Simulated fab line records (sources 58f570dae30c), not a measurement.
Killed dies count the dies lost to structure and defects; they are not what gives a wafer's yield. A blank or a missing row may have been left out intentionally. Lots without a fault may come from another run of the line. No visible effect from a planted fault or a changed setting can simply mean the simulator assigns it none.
Matching of chambers | flow berkeley_cmos170 | UCB170_GATE_ETCH_15 on rie_si-01 has 4 sister chambers
The step etches poly-Si in HBr/Cl2, stops on SiO2, time 56.3 s, target depth 278.2 nm. 16 wafers are shown with their chamber, then 8 later ones without.

## EACH WAFER AND ITS CHAMBER
wafer  | chamber | drypump_motor_current_A (A) | throttle_valve_pct (%) | oes_product_au (a.u.)
L771.1 | 1       | 5.8                         | 26.30                  | 0.815
L771.3 | 3       | 5.3                         | 26.03                  | 0.811
L771.4 | 2       | 5.0                         | 26.12                  | 0.838
L772.1 | 2       | 5.1                         | 26.12                  | 0.848
L772.4 | 3       | 5.3                         | 26.05                  | 0.824
L772.6 | 1       | 5.8                         | 26.29                  | 0.818
L773.4 | 2       | 5.1                         | 26.11                  | 0.838
L773.5 | 2       | 5.1                         | 26.13                  | 0.841
L773.6 | 3       | 5.3                         | 26.03                  | 0.835
L777.3 | 1       | 5.8                         | 26.28                  | 0.817
L777.4 | 3       | 5.3                         | 26.03                  | 0.835
L777.5 | 2       | 5.1                         | 26.12                  | 0.854
L780.1 | 0       | 6.3                         | 26.28                  | 0.841
L780.3 | 1       | 5.8                         | 26.30                  | 0.816
L780.4 | 3       | 5.3                         | 26.04                  | 0.826
L778.1 | 1       | 5.8                         | 26.30                  | 0.803

SIGNATURES (averages over the wafers above)
reading                 | chamber 0 | chamber 1 | chamber 2 | chamber 3 | scatter within a chamber
drypump_motor_current_A | 6.300     | 5.800     | 5.080     | 5.300     | 0.0258
throttle_valve_pct      | 26.2800   | 26.2940   | 26.1200   | 26.0360   | 0.00837
oes_product_au          | 0.84100   | 0.81380   | 0.84380   | 0.82620   | 0.00784
Rule: a wafer's distance from a chamber is the root of the sum, over the readings, of the square of ((its reading less the chamber's mean) divided by the reading's scatter). If the next closest chamber is less than 2 further off than the closest, the wafer can't be placed; otherwise it belongs to the closest. The scatter: the root of (the sum of the squares of (reading less its chamber's mean) over the shown wafers, divided by (wafers less chambers)).

## WAFERS WITH NO CHAMBER GIVEN
wafer  | drypump_motor_current_A (A) | throttle_valve_pct (%) | oes_product_au (a.u.)
L778.2 | 6.2                         | 26.27                  | 0.839
L778.4 | 5.1                         | 26.12                  | 0.838
L791.1 | 5.3                         | 26.02                  | 0.828
L791.2 | 5.1                         | 26.10                  | 0.841
L791.6 | 6.2                         | 26.28                  | 0.851
L794.3 | 5.1                         | 26.13                  | 0.839
L794.4 | 6.2                         | 26.26                  | 0.860
L794.6 | 5.1                         | 26.11                  | 0.857

## WHICH CHAMBER EACH WENT THROUGH
wafer  | from the rows above | in truth
L778.2 | 0                   | 0
L778.4 | 2                   | 2
L791.1 | 3                   | 3
L791.2 | 2                   | 2
L791.6 | 0                   | 0
L794.3 | 2                   | 2
L794.4 | 0                   | 0
L794.6 | 2                   | 2
Placed correctly: 8 of 8. From these rows, 0 cannot be placed. Wrongly placed: 0.
